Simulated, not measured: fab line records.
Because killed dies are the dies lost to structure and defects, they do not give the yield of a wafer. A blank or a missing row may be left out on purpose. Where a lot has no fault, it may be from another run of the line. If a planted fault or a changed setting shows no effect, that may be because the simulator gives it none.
What tool caused it? || flow berkeley cmos170 || Sampling: 8 lots, 24 wafers, 2 of 331 route steps

== WHAT THE GAUGES SHOWED, per wafer ==
UCB170_M2_CD_MEAS_90: the cd target is 700 nm.
{"lot": "L260", "measured": "day 8 13:50", "on": "cd sem-02", "cd nm (nm)": "696 697 694"}
{"lot": "L267", "measured": "day 10 07:21", "on": "cd sem-02", "cd nm (nm)": "703 698 702"}
{"lot": "L270", "measured": "day 11 10:55", "on": "cd sem-01", "cd nm (nm)": "700 695 696"}
{"lot": "L269", "measured": "day 11 15:34", "on": "cd sem-01", "cd nm (nm)": "697 694 695"}
{"lot": "L275", "measured": "day 12 08:26", "on": "cd sem-01", "cd nm (nm)": "696 695 707"}
{"lot": "L277", "measured": "day 12 21:37", "on": "cd sem-02", "cd nm (nm)": "696 694 698"}
{"lot": "L279", "measured": "day 13 05:16", "on": "cd sem-02", "cd nm (nm)": "699 698 700"}
{"lot": "L282", "measured": "day 13 21:29", "on": "cd sem-01", "cd nm (nm)": "700 697 699"}

== TOOL THAT RAN EACH LOT (tool first, then ch and the chambers of the sampled wafers, then the start) ==
{"lot": "L260", "UCB170_V1_STRIP_15": "plasma asher-04 ch 0,1, day 8 09:36"}
{"lot": "L267", "UCB170_V1_STRIP_15": "plasma asher-03 ch 0,1, day 10 03:13"}
{"lot": "L270", "UCB170_V1_STRIP_15": "plasma asher-02 ch 0,1, day 11 07:48"}
{"lot": "L269", "UCB170_V1_STRIP_15": "plasma asher-02 ch 0,1, day 11 10:04"}
{"lot": "L275", "UCB170_V1_STRIP_15": "plasma asher-02 ch 0,1, day 12 05:49"}
{"lot": "L277", "UCB170_V1_STRIP_15": "plasma asher-02 ch 0, day 12 17:54"}
{"lot": "L279", "UCB170_V1_STRIP_15": "plasma asher-03 ch 0,1, day 13 00:04"}
{"lot": "L282", "UCB170_V1_STRIP_15": "plasma asher-03 ch 0,1, day 13 16:46"}
- UCB170_V1_STRIP_15: strips in O2.

== THE ANSWER, worked out from the rows above alone ==
Rule: the usual values come from the lots themselves. Put in order of their means at a reading, lots are off if they are a third of the lots or fewer, leave a main group of 4 or more, and stand apart from it by a gap of 3 or more times the standard deviation of the main group's means; of several such gaps the widest counts. Not used: any main group whose means are identical at the precision the tables above print for the reading. A lot without any number at a reading at which 4 lots or more have one is off too. Any other lot the step has rows for is counted as sound.
None of the lots is off at any reading shown; this tells nothing.

== WHAT THE SIMULATOR HAD PUT IN ==
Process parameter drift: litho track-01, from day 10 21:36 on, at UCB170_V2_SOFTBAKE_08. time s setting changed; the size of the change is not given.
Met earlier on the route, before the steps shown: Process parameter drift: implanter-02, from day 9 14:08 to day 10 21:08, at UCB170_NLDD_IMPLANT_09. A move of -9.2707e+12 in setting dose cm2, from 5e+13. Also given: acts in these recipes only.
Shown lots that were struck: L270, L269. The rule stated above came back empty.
